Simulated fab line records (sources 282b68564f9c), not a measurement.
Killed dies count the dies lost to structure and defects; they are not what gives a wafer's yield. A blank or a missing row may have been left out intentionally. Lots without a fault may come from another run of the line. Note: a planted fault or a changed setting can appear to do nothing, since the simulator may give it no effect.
fab line records | flow rit-cmos
[record] lots = 7 wafers = 21 last-day = 7
route steps=202 shown NRETRO@55 PRETRO@64
lots that met no fault: taken from a fault-free run of the same line
start-h: hours from the record's first day to the start of the lot's first wafer shown | wait-h: hours from the lot's prior step to this one | " unchanged from the row above | L1.1+2: a row that stands for several wafers | - no value present, or no start provided | * or withheld: withheld | < > ~ a bound
route shown NAME@n: a module of which the file shows steps, and the number in the route of the first | usual: mean/standard deviation taken from wafers without a fault | same: alike in all rows | chamber/n: place in a boat | sites: readings site by site | _std_site: how widely they spread, as a standard deviation | _edge_site: the outer-site mean with the inner-site mean subtracted | radius-mm: how far each site lies from the wafer's centre | mask NAME#n: copy n | behind: the most recent tool/chamber to have shaped the wafer | hold: why the lot went on hold/how many hours it stayed there/how the hold came to an end | device: the n, p or np transistor that did not switch | end of line: at the end of the route, the tests of the same wafers | a step without rows: its recipe alone | killed: not the wafer's yield, but the dies lost to structure and defects at the first sort | map: a wafer's dies, marking killed ones x, the rest . and places with no die _
set.NAME: the setting that was run; set.NAME@STEP: the one run at that earlier step | model.NAME: the simulator's own value behind a step, which no gauge read
a table for each step, a row for each wafer; lots at some steps of the route
services: from which hour (start-h, from the record's first day; less than 0 if before it) a tool's chamber was out of use, for how many hours, and why
[[steps]]
[step RIT_NRETRO_SOFTBAKE_02]
[recipe] resist = NOVOLAK temp-c = 90 time-s = 60
[step RIT_NRETRO_EXPOSE_03]
[recipe] mask-id = M4 na = 0.57 target-cd-nm = 43900 dose-mj = 250
[step RIT_NRETRO_PEB_04]
[recipe] resist = NOVOLAK temp-c = withheld time-s = withheld
[step RIT_NRETRO_DEVELOP_05]
[recipe] resist = NOVOLAK develop-time-s = 68 dev-temp-c = 23
[step RIT_NRETRO_OVL_MEAS_06]
[usual] NRETRO_OVL = 0.1/1.4
// columns lot.wafer tool chamber start-h wait-h NRETRO_OVL[nm]
L293.1 overlay-01 - 37.15 - 1.9
L293.3 " - " " 0.8
L293.5 " - " " 1.3
L295.1 overlay-02 - 45.58 - 0.1
L295.2 " - " " 1.5
L295.5 " - " " 0.4
L298.1 overlay-02 - 63.67 - 2.1
L298.5 " - " " 2.2
L298.6 " - " " 1.4
L299.1 overlay-02 - 69.22 - 0.8
L299.4 " - " " -0.3
L299.5 " - " " -0.9
L300.2 overlay-01 - 77.85 - -3.2
L300.3 " - " " 0.1
L300.6 " - " " -2.3
L301.1 overlay-02 - 82.57 - -1.3
L301.2 " - " " 0.2
L301.4 " - " " -2.1
L313.4 overlay-01 - 137.04 - -1.4
L313.5 " - " " -1.1
L313.6 " - " " -1.7
[step RIT_NRETRO_HARDBAKE_07]
[recipe] resist = NOVOLAK temp-c = 140 time-s = 120
[step RIT_NRETRO_IMPLANT_08]
[recipe] species = P energy-kev = 70 dose-cm2 = 1.021e+13 tilt-deg = 7
[step RIT_NRETRO_STRIP_09]
[recipe] chemistry = O2 time-s = 180 resist = NOVOLAK platen-temp-c = withheld power-w = 500 pressure-mtorr = 4000 o2-flow-sccm = 4000
[usual] drypump-motor-current-A = 5.69/0.3
// columns lot.wafer tool chamber start-h wait-h drypump-motor-current-A rf-hours-counter-h
L293.1 plasma-asher-01 0 37.58 0.1 5.56 38
L293.3 " 0 " " 5.55 -
L293.5 " 0 " " 5.57 -
L295.1 plasma-asher-02 1 46.16 0.1 5.72 25
L295.2 " 0 " " 5.12 25
L295.5 " 1 " " 5.69 -
L298.1 plasma-asher-04 0 64.10 0.1 5.92 43
L298.5 " 1 " " 5.67 -
L298.6 " 0 " " 5.91 -
L299.1 plasma-asher-01 0 69.66 0.1 5.57 42
L299.4 " 0 " " 5.56 -
L299.5 " 1 " " 6.06 -
L300.2 plasma-asher-04 1 78.35 0.1 5.68 44
L300.3 " 0 " " 5.92 -
L300.6 " 1 " " 5.66 -
L301.1 plasma-asher-01 0 83.01 0.1 5.55 44
L301.2 " 1 " " 6.07 44
L301.4 " 0 " " 5.55 -
L313.4 plasma-asher-01 0 137.52 0.1 5.57 -
L313.5 " 0 " " 5.56 -
L313.6 " 1 " " 6.11 -
[step RIT_NRETRO_TW_MEAS_10]
[usual] NRETRO_TW = 1056/4.9
// columns lot.wafer tool chamber start-h wait-h NRETRO_TW
L293.1 film-metro-02 - 37.76 0.1 1050
L293.3 " - " " 1043
L293.5 " - " " 1050
L295.1 film-metro-02 - 46.33 0.1 1053
L295.2 " - " " 1051
L295.5 " - " " 1042
L298.1 film-metro-02 - 64.28 0.1 1060
L298.5 " - " " 1051
L298.6 " - " " 1050
L299.1 film-metro-03 - 69.83 0.1 1052
L299.4 " - " " 1059
L299.5 " - " " 1059
L300.2 film-metro-03 - 78.54 0.1 1058
L300.3 " - " " 1061
L300.6 " - " " 1060
L301.1 film-metro-02 - 83.18 0.1 1056
L301.2 " - " " 1056
L301.4 " - " " 1056
L313.4 film-metro-03 - 137.66 0.1 1057
L313.5 " - " " 1050
L313.6 " - " " 1051
[step RIT_PRETRO_HMDS_00]
[recipe] prime-time-s = 60 prime-temp-c = 140
[step RIT_PRETRO_COAT_01]
[recipe] resist = NOVOLAK spin-rpm = 2000 resist-thk-nm = 1300
[step RIT_PRETRO_SOFTBAKE_02]
[recipe] resist = NOVOLAK temp-c = 90 time-s = 60
[step RIT_PRETRO_EXPOSE_03]
[recipe] mask-id = M5 na = 0.57 target-cd-nm = 43700 dose-mj = 250
[usual] exposure-dose-mJ-cm2 = 250.04/0.24 focus-offset-nm = -0.1/0.47 stage-vel-mm-s = 500.02/0.24
// columns lot.wafer tool chamber start-h wait-h mask exposure-dose-mJ-cm2 focus-offset-nm stage-vel-mm-s
L293.1 iline-stepper-02 0 38.39 0.2 M5#0 250.39 0.0 500.30
L293.3 " 0 " " M5#0 250.02 -0.4 500.23
L293.5 " 0 " " M5#0 250.07 -0.3 500.14
L295.1 iline-stepper-02 0 47.13 0.2 M5#0 249.94 0.0 499.99
L295.2 " 0 " " M5#0 249.79 0.0 500.20
L295.5 " 0 " " M5#0 249.93 -0.5 500.33
L298.1 iline-stepper-02 - 64.79 0.1 M5#0 - - -
L298.5 " - " " M5#0 - - -
L298.6 " - " " M5#0 - - -
L299.1 iline-stepper-01 - 70.47 0.2 M5#0 - - -
L299.4 " - " " M5#0 - - -
L299.5 " - " " M5#0 - - -
L300.2 iline-stepper-01 - 79.06 0.1 M5#0 - - -
L300.3 " - " " M5#0 - - -
L300.6 " - " " M5#0 - - -
L301.1 iline-stepper-02 0 83.86 0.2 M5#0 250.01 -0.5 499.75
L301.2 " 0 " " M5#0 250.07 0.5 500.08
L301.4 " 0 " " M5#0 250.06 0.8 500.21
L313.4 iline-stepper-01 0 138.20 0.1 M5#0 250.59 -1.0 500.13
L313.5 " 0 " " M5#0 250.66 -0.9 499.96
L313.6 " 0 " " M5#0 250.06 -0.6 499.59
[step RIT_PRETRO_PEB_04]
[recipe] resist = NOVOLAK temp-c = withheld time-s = withheld
[[services]]
// columns tool chamber start-h hours kind
plasma-asher-02 - 48.76 7.4 repair
iline-stepper-01 0 54.26 - calibration
plasma-asher-02 - 97.46 1.3 repair
iline-stepper-01 - 107.67 2.1 pm
iline-stepper-01 - 109.76 - consumable-replace:lamp
iline-stepper-01 - 117.13 4.4 pm
plasma-asher-04 - 125.17 1.5 repair
iline-stepper-02 0 134.74 - calibration
[[key]]
[first-sign] step = RIT_PRETRO_EXPOSE_03 reading = tool-record direction = missing
effect none on later readings
met-at RIT_PRETRO_EXPOSE_03
struck-wafers L298.1,L298.5,L298.6,L299.1,L299.4,L299.5,L300.2,L300.3,L300.6
sort-left-out L298.1,L298.5,L298.6,L299.1,L299.4,L299.5,L300.2,L300.3,L300.6
tester-left-out L298,L299,L300
onset-between 47.13 64.79
[fault] kind = skipped-step-whole tool = iline-stepper-01,iline-stepper-02 chamber = - onset-h = 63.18 steps = RIT_PRETRO_EXPOSE_03 scope = struck-lots-only
// tester-left-out: of these lots the tester's yield and bins aren't shown, on N5 and GAA mostly nor the transistor test; their killed dies are dies lost to structure and defects alone, not to doping, threshold or leakage, so they don't give the yield
// sort-left-out: the simulated sort isn't trusted on such a fault, so these wafers' sort isn't shown, and their yield isn't known
